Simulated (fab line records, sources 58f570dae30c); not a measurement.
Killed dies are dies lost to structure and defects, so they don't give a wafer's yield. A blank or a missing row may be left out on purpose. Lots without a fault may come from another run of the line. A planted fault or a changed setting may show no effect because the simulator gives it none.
Which tool did it? | flow berkeley_cmos170 | 14 lots, 42 wafers sampled, at 6 steps of a route of 331

WHAT THE GAUGES READ, wafer by wafer
UCB170_ACTIVE_THK_MEAS_06. Usual: ACTIVE_NITRIDE_THK 220.3 nm, standard deviation 2.
lot  | measured    | on            | ACTIVE_NITRIDE_THK (nm) | flag
L916 | day 4 13:14 | film_metro-01 | 217.9 218.9 217.0       |
L917 | day 4 21:04 | film_metro-01 | 219.4 222.1 217.8       |
L918 | day 5 03:13 | film_metro-02 | 215.8 217.2 215.8       |
L920 | day 5 18:04 | film_metro-02 | 215.3 216.2 218.6       |
L921 | day 5 18:05 | film_metro-03 | 221.3 220.3 218.8       |
L923 | day 6 08:35 | film_metro-02 | 217.9 219.7 217.9       |
L924 | day 6 08:35 | film_metro-01 | 221.1 219.8 220.3       |
L922 | day 6 08:37 | film_metro-03 | 220.7 221.1 220.7       |
L925 | day 6 15:07 | film_metro-02 | 221.6 222.6 221.5       |
L927 | day 7 01:40 | film_metro-02 | 223.7 222.2 222.2       |
L932 | day 7 21:43 | film_metro-01 | 219.9 218.0 220.1       |
L934 | day 7 21:43 | film_metro-02 | 220.2 222.0 221.0       |
L938 | day 9 13:29 | film_metro-01 | 223.3 221.6 222.7       |
L937 | day 9 13:32 | film_metro-03 | 219.4 222.4 219.7       |

UCB170_NVT_TW_MEAS_09. Usual: NVT_TW 517.2, standard deviation 2.8.
lot  | measured     | on            | NVT_TW            | flag
L916 | day 6 05:35  | film_metro-04 | 513.7 514.3 515.6 |
L917 | day 6 12:48  | film_metro-04 | 515.3 516.5 515.8 |
L918 | day 6 16:15  | film_metro-03 | 519.1 517.2 516.2 |
L920 | day 7 09:26  | film_metro-02 | 512.2 515.1 514.2 |
L921 | day 7 09:33  | film_metro-04 | 516.5 517.4 514.2 |
L923 | day 7 23:55  | film_metro-02 | 517.2 513.2 513.5 |
L924 | day 7 23:22  | film_metro-04 | 514.2 517.4 516.3 |
L922 | day 8 00:12  | film_metro-03 | 520.3 520.8 516.8 |
L925 | day 8 05:22  | film_metro-04 | 521.8 520.0 520.6 |
L927 | day 8 12:28  | film_metro-03 | 522.1 521.0 519.2 |
L932 | day 10 02:53 | film_metro-04 | 521.4 518.4 519.6 |
L934 | day 10 03:04 | film_metro-02 | 515.7 514.7 513.6 |
L938 | day 11 03:22 | film_metro-03 | 517.7 516.1 520.5 |
L937 | day 11 03:34 | film_metro-04 | 519.4 516.9 514.9 |

UCB170_PSD_TW_MEAS_10. Usual: PSD_TW 2325, standard deviation 23.
lot  | measured     | on            | PSD_TW                        | flag
L916 | day 7 08:53  | film_metro-02 | 2301 2297 2307                |
L917 | day 7 21:29  | film_metro-03 | 2308 2305 2299                |
L918 | day 7 21:50  | film_metro-03 | 2318 2317 2326                |
L920 | day 8 16:40  | film_metro-02 | 2290 2285 2294                |
L921 | day 8 16:26  | film_metro-03 | 2335 2322 2332                |
L923 | day 9 16:37  | film_metro-01 | 2356 2354 2365                |
L924 | day 9 16:08  | film_metro-03 | 2326 2334 2333                |
L922 | day 9 16:20  | film_metro-03 | 2340 2334 2326                |
L925 | day 9 16:12  | film_metro-02 | 2300 2296 2294                |
L927 | day 9 16:42  | film_metro-03 | 2337 2329 2336                |
L932 | day 11 10:34 | film_metro-01 | 2754 2743 2735 2744 2729 2734 | OFF
L934 | day 11 10:17 | film_metro-01 | 2736 2737 2739 2752 2744 2730 | OFF
L938 | day 12 10:28 | film_metro-01 | 2363 2346 2354                |
L937 | day 12 10:48 | film_metro-01 | 2347 2348 2355                |

UCB170_SDANNEAL_RS_MEAS_02: measures by four-point-probe. Usual: PSD_RS 75.61 ohm/sq, standard deviation 0.3.
lot  | measured     | on            | PSD_RS (ohm/sq)                     | flag
L916 | day 7 12:46  | film_metro-02 | 76.08 75.84 75.68                   |
L917 | day 8 02:29  | film_metro-03 | 75.78 75.74 75.65                   |
L918 | day 8 02:59  | film_metro-01 | 75.33 75.51 75.27                   |
L920 | day 8 19:22  | film_metro-02 | 75.22 75.67 75.78                   |
L921 | day 8 19:08  | film_metro-03 | 75.11 75.05 75.18                   |
L923 | day 9 20:38  | film_metro-02 | 75.59 75.51 75.19                   |
L924 | day 9 19:39  | film_metro-01 | 75.46 75.51 75.73                   |
L922 | day 9 20:08  | film_metro-02 | 75.53 75.58 75.26                   |
L925 | day 9 19:47  | film_metro-03 | 75.64 75.56 75.83                   |
L927 | day 9 20:48  | film_metro-01 | 75.33 75.05 75.35                   |
L932 | day 11 16:17 | film_metro-01 | 56.37 56.22 56.28 56.39 56.21 56.36 | OFF
L934 | day 11 22:11 | film_metro-01 | 56.30 56.13 56.29 56.21 56.24 56.19 | OFF
L938 | day 12 13:33 | film_metro-02 | 75.22 75.31 75.76                   |
L937 | day 12 14:16 | film_metro-02 | 76.25 76.28 75.96                   |

WHICH TOOL RAN EACH LOT (tool, then ch and the chambers of the sampled wafers, then the start)
lot  | UCB170_PSD_IMPLANT_08           | UCB170_PSD_STRIP_09
L916 | implanter-01 ch 0, day 7 08:40  | plasma_asher-01 ch 0,1, day 7 08:48
L917 | implanter-02 ch 0, day 7 21:14  | plasma_asher-02 ch 0, day 7 21:23
L918 | implanter-03 ch 0, day 7 21:35  | plasma_asher-02 ch 0,1, day 7 21:44
L920 | implanter-02 ch 0, day 8 16:25  | plasma_asher-02 ch 0,1, day 8 16:34
L921 | implanter-01 ch 0, day 8 16:12  | plasma_asher-03 ch 0,1, day 8 16:19
L923 | implanter-03 ch 0, day 9 16:22  | plasma_asher-01 ch 0,1, day 9 16:31
L924 | implanter-01 ch 0, day 9 15:53  | plasma_asher-01 ch 0, day 9 16:02
L922 | implanter-03 ch 0, day 9 16:07  | plasma_asher-02 ch 0,1, day 9 16:15
L925 | implanter-02 ch 0, day 9 15:57  | plasma_asher-03 ch 0,1, day 9 16:06
L927 | implanter-01 ch 0, day 9 16:29  | plasma_asher-03 ch 0,1, day 9 16:37
L932 | implanter-02 ch 0, day 11 10:19 | plasma_asher-03 ch 0,1, day 11 10:28
L934 | implanter-02 ch 0, day 11 10:02 | plasma_asher-03 ch 0,1, day 11 10:11
L938 | implanter-03 ch 0, day 12 10:13 | plasma_asher-02 ch 0,1, day 12 10:22
L937 | implanter-03 ch 0, day 12 10:33 | plasma_asher-01 ch 0,1, day 12 10:42
- UCB170_PSD_IMPLANT_08
- UCB170_PSD_STRIP_09: strips in O2.

WHAT THE TOOLS THEMSELVES READ (means of the sampled wafers that have a number; where no wafer has one, the mark that the record gives instead)
UCB170_PSD_IMPLANT_08. Usual: beam_on_s 10.04 s, standard deviation 0.19; dose_ions_cm2 3e+15, standard deviation 3.1e+12; faraday_current_uA 9225, standard deviation 180.
lot  | tool         | beam_on_s (s) | dose_ions_cm2 | faraday_current_uA | flag
L916 | implanter-01 | 9.94          | 3e+15         | 9328               |
L917 | implanter-02 | 10.04         | 3e+15         | 9224               |
L918 | implanter-03 | 10.14         | 3e+15         | 9140               |
L920 | implanter-02 | 10.01         | 3e+15         | 9264               |
L921 | implanter-01 | 10.02         | 3e+15         | 9246               |
L923 | implanter-03 | 9.92          | 3e+15         | 9337               |
L924 | implanter-01 | 10.27         | 3e+15         | 9013               |
L922 | implanter-03 | 10.03         | 3e+15         | 9236               |
L925 | implanter-02 | 10.01         | 3e+15         | 9275               |
L927 | implanter-01 | 10.07         | 3e+15         | 9196               |
L932 | implanter-02 | 13.37         | 5e+15         | 11476              | OFF
L934 | implanter-02 | 13.75         | 5e+15         | 11158              | OFF
L938 | implanter-03 | 10.17         | 3e+15         | 9101               |
L937 | implanter-03 | 10.02         | 3e+15         | 9259               |

UCB170_PSD_STRIP_09. Usual: drypump_motor_current_A 5.33 A, standard deviation 0.3; oes_product_au 0.600 a.u., standard deviation 0.0045; strip_time_to_endpoint_s 29.39 s, standard deviation 0.065.
lot  | tool            | drypump_motor_current_A (A) | oes_product_au (a.u.) | strip_time_to_endpoint_s (s) | flag
L916 | plasma_asher-01 | 5.24                        | 0.600                 | 29.40                        |
L917 | plasma_asher-02 | 4.70                        | 0.601                 | 29.29                        |
L918 | plasma_asher-02 | 5.37                        | 0.597                 | 29.47                        |
L920 | plasma_asher-02 | 5.04                        | 0.601                 | 29.38                        |
L921 | plasma_asher-03 | 5.48                        | 0.597                 | 29.44                        |
L923 | plasma_asher-01 | 5.24                        | 0.598                 | 29.32                        |
L924 | plasma_asher-01 | 5.30                        | 0.603                 | 29.35                        |
L922 | plasma_asher-02 | 5.37                        | 0.600                 | 29.40                        |
L925 | plasma_asher-03 | 5.47                        | 0.601                 | 29.46                        |
L927 | plasma_asher-03 | 5.47                        | 0.598                 | 29.36                        |
L932 | plasma_asher-03 | 5.47                        | 0.541                 | 35.24                        | OFF
L934 | plasma_asher-03 | 5.47                        | 0.540                 | 35.37                        | OFF
L938 | plasma_asher-02 | 5.05                        | 0.602                 | 29.41                        |
L937 | plasma_asher-01 | 5.23                        | 0.607                 | 29.35                        |

THE ANSWER, worked out from the rows above alone
Rule: a lot is off if the mean of its wafers that have a number lies more than 3 standard deviations from the usual mean. A lot without any number at a reading at which 4 lots or more have one is off too. The other lots that the step has rows for count as sound. The gauges are gone through in route order, then the tools' own readings, and for those a lot's mean is taken as printed above. The first step at which some lot is off is used, and at that step the reading that is off furthest; a lot without a number counts as furthest.
Off: L932, L934, at UCB170_PSD_TW_MEAS_10 (PSD_TW).
A tool fits if, at a process step before that reading, it ran every lot that is off, and no sound lot after the first of them. The gauges at UCB170_PSD_TW_MEAS_10 aren't tried: what is off there is off at UCB170_PSD_IMPLANT_08 too, on other tools, and a gauge's error can't cause that. Can't be told from this: 2 tools fit, implanter-02 at UCB170_PSD_IMPLANT_08, plasma_asher-03 at UCB170_PSD_STRIP_09.

WHAT THE SIMULATOR HAD PUT IN
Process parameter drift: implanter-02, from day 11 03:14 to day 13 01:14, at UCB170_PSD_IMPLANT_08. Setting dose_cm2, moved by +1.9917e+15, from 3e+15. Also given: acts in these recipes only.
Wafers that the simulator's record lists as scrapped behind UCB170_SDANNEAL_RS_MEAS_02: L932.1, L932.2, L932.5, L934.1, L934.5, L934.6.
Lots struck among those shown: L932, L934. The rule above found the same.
